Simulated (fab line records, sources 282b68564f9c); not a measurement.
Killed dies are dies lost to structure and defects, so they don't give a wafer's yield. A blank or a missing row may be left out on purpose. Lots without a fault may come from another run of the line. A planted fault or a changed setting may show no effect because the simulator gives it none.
Split-lot experiment | flow rit_cmos | 5 lots, 16 wafers read, on a route of 202 steps

THE SPLIT
At RIT_GATE_DEVELOP_15 (develop time 50 s), the setting develop_time_s was moved away from the recipe's 50 s on 4 of the 16 wafers read, by -60.0% to -52.6%. The other wafers ran this setting at the recipe's value.

FROM THE SPLIT TO THE READING: what the file shows between them, 11 steps
- RIT_SPACER_ETCHBACK_05: etches Si3N4 in SF6/CHF3, stops on SiO2, target depth 250 nm, time 240 s (also split here: target_depth_a)
- RIT_NSD_HMDS_00: prime time 60 s
- RIT_NSD_COAT_01: resist thk 1000 nm
- RIT_PSD_STRIP_09: strips in O2, time 180 s
- RIT_SDANNEAL_CLEAN_00: cleans in SC1, time 600 s
- RIT_SILICIDE_SPUTTER_01: material Ti, target thk 30 nm, time 240 s (also split here: time_s)
- RIT_SILICIDE_RS_MEAS_02: measures by four-point-probe
- RIT_SILICIDE_THK_MEAS_03: measures by xrf
- RIT_SILICIDE_RTA_04: time 10 s, ramp up 5 s, ramp down 5 s
- RIT_SILICIDE_WET_ETCH_05: etches Ti in SPM, time 120 s
- RIT_M1_ANNEAL_15: time 1800 s

THE READING
etest.nmos_0p15.drive_ua_um (the simulator's own value, which no gauge read), at RIT_M1_PROBE_99. The file gives no usual value for it. The 12 wafers here that ran the recipe average 462.3, standard deviation 12.

wafer  | tool, chamber at the split | develop_time_s as run, s | against the recipe | etest.nmos_0p15.drive_ua_um | against lot-mates on the recipe
L075.3 | litho_track-01, 0          | 50                       | recipe             | 464.3                       | -
L078.1 | litho_track-01, 0          | 23.7                     | -52.6%             | 235.1                       | -254.8
L078.3 | litho_track-01, 0          | 50                       | recipe             | 489.9                       | -
L078.6 | litho_track-01, 0          | 23.7                     | -52.6%             | 227                         | -262.9
L079.1 | litho_track-04, 0          | 50                       | recipe             | 443                         | -
L079.2 | litho_track-04, 0          | 50                       | recipe             | 480.4                       | -
L079.3 | litho_track-04, 0          | 50                       | recipe             | 461.2                       | -
L079.4 | litho_track-04, 0          | 50                       | recipe             | 464.3                       | -
L079.5 | litho_track-04, 0          | 50                       | recipe             | 458.5                       | -
L079.6 | litho_track-04, 0          | 50                       | recipe             | 458.5                       | -
L082.2 | litho_track-02, 0          | 50                       | recipe             | 454.5                       | -
L082.3 | litho_track-02, 0          | 50                       | recipe             | 462.4                       | -
L082.5 | litho_track-02, 0          | 50                       | recipe             | 460                         | -
L084.2 | litho_track-02, 0          | 50                       | recipe             | 450.1                       | -
L084.4 | litho_track-02, 0          | 20.01                    | -60.0%             | 196.4                       | -253.7
L084.6 | litho_track-02, 0          | 20.01                    | -60.0%             | 194.4                       | -255.7

THE FIT
A straight line over all 16 wafers: etest.nmos_0p15.drive_ua_um changes by +4.43 for each +1% of develop_time_s; r = +1.00; the points scatter about the line by 11.
The same after taking each lot's own level away (the mean of its wafers on the recipe; 16 wafers): +4.53 for each +1%; r = +0.99; scatter 13.
On that fit, the largest move of develop_time_s shifts the reading by 2.7e+02.
The lots' own levels span 450.10 to 489.90, that is 3.3 times the standard deviation above.
So the lot-to-lot level changes the slope little: the two slopes agree.
Check: with one of the wafers moved furthest among these (-60.0%) left out of the fit, the line predicts -280 for it against its lot-mates. It came out at -254 against them.

OTHER SPLITS ON THESE WAFERS
These wafers also went through other splits before the reading. Each is held against what the fit with the lots' levels taken away leaves over:
other split on the same wafers        | wafers away from the commonest value | r with etest.nmos_0p15.drive_ua_um (lot level and that fit taken away)
RIT_SPACER_ETCHBACK_05 target_depth_a | 3                                    | +0.30
RIT_SILICIDE_SPUTTER_01 time_s        | 4                                    | +0.00

THE WHOLE CHAIN: every reading that the file lists as answering this split, in the file's order
step            | what it does | reading                                                                        | change (the file's fit)           | r (the file's)
RIT_M1_PROBE_99 |              | etest.pmos_0p15.r_on_ohm_um (the simulator's own value, which no gauge read)   | -68.3 for each +1% of the setting | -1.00
RIT_M1_PROBE_99 |              | etest.pmos_turned.r_on_ohm_um (the simulator's own value, which no gauge read) | -67.9 for each +1% of the setting | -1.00
RIT_M1_PROBE_99 |              | etest.pmos_0p3.r_on_ohm_um (the simulator's own value, which no gauge read)    | -57.6 for each +1% of the setting | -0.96
RIT_M1_PROBE_99 |              | etest.nmos_0p15.r_on_ohm_um (the simulator's own value, which no gauge read)   | -20.4 for each +1% of the setting | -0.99
RIT_M1_PROBE_99 |              | etest.nmos_0p3.r_on_ohm_um (the simulator's own value, which no gauge read)    | -16.8 for each +1% of the setting | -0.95
RIT_M1_PROBE_99 |              | etest.nmos_0p15.drive_ua_um (the simulator's own value, which no gauge read)   | +4.54 for each +1% of the setting | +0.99

THE FILE'S OWN FIT
etest.nmos_0p15.drive_ua_um changes by +4.54 for each +1% of develop_time_s, r = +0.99.
